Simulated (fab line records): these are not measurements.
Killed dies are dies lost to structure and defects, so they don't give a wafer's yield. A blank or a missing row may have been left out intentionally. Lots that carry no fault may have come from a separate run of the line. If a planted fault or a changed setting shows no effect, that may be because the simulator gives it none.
Struck lot and sound lot, side by side    flow rit-cmos    43 out of 202 route steps
Sound: wafers L796.1, L796.3, L796.6. Struck: wafers L805.1, L805.3, L805.5. The cause is given at the end.
Order at every step that has rows: each side's tool, ch and its chambers, its first start. Under that, the readings that differ: sound wafers    struck wafers    difference of the means    sigmas: that difference in standard deviations of wafers without a fault.
alike: readings with means less than 2 such deviations apart, plus words and numbers identical on both sides. not compared: withheld readings, readings lacking a value on some wafer, bounds such as >300 that could conceal the same value, and numbers that have no deviation in the record and whose values overlap.
Wherever a step has rows on one side only, a row that says differs or no value, or a row with sigmas, the two part there. Non-overlapping numbers with no deviation appear without sigmas and do not part them. A reading that every wafer of one side lacks parts them only if that side has two wafers or more.

first, 3 steps without rows for these wafers: RIT_REOX_CLEAN_01 (cleans in dHF, time 30 s); RIT_REOX_CLEAN_02 (cleans in SC2, time 600 s); RIT_REOX_OXIDATION_03 (target thk 25.2 nm, ox time 5580 s).
RIT_REOX_THK_MEAS_04:
  sound on film-metro-02, day 3 21:36; struck on film-metro-02, day 5 20:58
  alike: REOX_OXIDE_THK
then, 6 steps without rows for these wafers: RIT_NLDD_HMDS_00 (prime time 60 s); RIT_NLDD_COAT_01 (resist thk 1000 nm); RIT_NLDD_SOFTBAKE_02 (time 60 s); RIT_NLDD_EXPOSE_03 (exposes mask M7, target cd 40700 nm); RIT_NLDD_PEB_04; RIT_NLDD_DEVELOP_05 (develop time 50 s).
RIT_NLDD_OVL_MEAS_06:
  sound on overlay-01, day 3 22:53; struck on overlay-01, day 5 21:53
  alike: NLDD_OVL
then, 1 step without rows for these wafers: RIT_NLDD_HARDBAKE_07 (time 60 s).
RIT_NLDD_IMPLANT_08:
  sound on implanter-02 ch 0, day 3 23:04; struck on implanter-02 ch 0, day 5 22:04
reading                    sound              struck             difference  sigmas
implant-ion-amu            31 31 31           11 11 11           -20         
model.implant.rp-nm (nm)   27.18 27.18 27.18  66.45 66.45 66.45  +39.27      
model.implant.drp-nm (nm)  12.97 12.97 12.97  28.34 28.34 28.34  +15.37      
RIT_NLDD_STRIP_09: strips in O2, time 180 s.
  sound on plasma-asher-03 ch 0,1, day 3 23:13; struck on plasma-asher-03 ch 0,1, day 5 22:13
  alike: chamber-pressure-mTorr, drypump-motor-current-A
  not compared: rf-hours-counter-h
RIT_NLDD_TW_MEAS_10:
  sound on film-metro-02, day 3 23:23; struck on film-metro-01, day 5 22:23
reading  sound           struck          difference  sigmas
NLDD_TW  2505 2522 2503  1308 1311 1312  -1200       -67
then, 6 steps without rows for these wafers: RIT_PLDD_HMDS_00 (prime time 60 s); RIT_PLDD_COAT_01 (resist thk 1000 nm); RIT_PLDD_SOFTBAKE_02 (time 60 s); RIT_PLDD_EXPOSE_03 (exposes mask M8, target cd 40900 nm); RIT_PLDD_PEB_04; RIT_PLDD_DEVELOP_05 (develop time 50 s).
RIT_PLDD_OVL_MEAS_06:
  sound on overlay-02, day 4 00:26; struck on overlay-02, day 5 23:26
  alike: PLDD_OVL
then, 2 steps without rows for these wafers: RIT_PLDD_HARDBAKE_07 (time 60 s); RIT_PLDD_IMPLANT_08.
RIT_PLDD_STRIP_09: strips in O2, time 180 s.
  sound on plasma-asher-02 ch 1, day 4 00:46; struck on plasma-asher-01 ch 0,1, day 5 23:46
  alike: chamber-pressure-mTorr, drypump-motor-current-A
  not compared: rf-hours-counter-h
RIT_PLDD_TW_MEAS_10:
  sound on film-metro-02, day 4 00:56; struck on film-metro-01, day 5 23:56
reading  sound           struck          difference  sigmas
PLDD_TW  2383 2376 2377  2327 2334 2314  -54         -3
then, 4 steps without rows for these wafers: RIT_SPACER_CLEAN_00 (cleans in SC1, time 600 s); RIT_SPACER_CLEAN_01 (cleans in dHF, time 30 s); RIT_SPACER_CLEAN_02 (cleans in SC2, time 600 s); RIT_SPACER_CVD_03 (deposits Si3N4 from SiH2Cl2/NH3, target thk 250 nm, time 3300 s).
RIT_SPACER_THK_MEAS_04:
  sound on film-metro-02, day 4 04:14; struck on film-metro-02, day 6 02:18
  alike: SPACER_NITRIDE_THK
RIT_SPACER_ETCHBACK_05: etches Si3N4 in SF6/CHF3, stops on SiO2, target depth 250 nm, time 240 s.
  sound on rie-diel-04 ch 0,1,3, day 4 04:18; struck on rie-diel-04 ch 1,2,3, day 6 02:22
  alike: chamber-pressure-mTorr, drypump-motor-current-A, oes-product-au, throttle-valve-pct
  not compared: rf-hours-counter-h
then, 6 steps without rows for these wafers: RIT_NSD_HMDS_00 (prime time 60 s); RIT_NSD_COAT_01 (resist thk 1000 nm); RIT_NSD_SOFTBAKE_02 (time 59.14 s); RIT_NSD_EXPOSE_03 (exposes mask M9, target cd 40700 nm); RIT_NSD_PEB_04; RIT_NSD_DEVELOP_05 (develop time 50 s).
RIT_NSD_OVL_MEAS_06:
  sound on overlay-02, day 4 05:26; struck on overlay-02, day 6 03:29
  alike: NSD_OVL
then, 2 steps without rows for these wafers: RIT_NSD_HARDBAKE_07 (time 60 s); RIT_NSD_IMPLANT_08.
RIT_NSD_STRIP_09: strips in O2, time 180 s.
  sound on plasma-asher-03 ch 0,1, day 4 05:46; struck on plasma-asher-03 ch 0,1, day 6 03:49
  alike: chamber-pressure-mTorr, drypump-motor-current-A
  not compared: rf-hours-counter-h
RIT_SDANNEAL_RS_MEAS_07: the measuring method here is four-point-probe.
  sound on film-metro-01, day 4 08:35; struck on film-metro-03, day 6 06:27
reading           sound              struck          difference  sigmas
NLDD_RS (ohm/sq)  151.6 151.6 151.1  81.5 81.4 81.7  -69.9       -99 or more

WHERE THEY PART
First at RIT_NLDD_TW_MEAS_10; last, within this record, at RIT_SDANNEAL_RS_MEAS_07.

WHY: whatever the simulator had introduced
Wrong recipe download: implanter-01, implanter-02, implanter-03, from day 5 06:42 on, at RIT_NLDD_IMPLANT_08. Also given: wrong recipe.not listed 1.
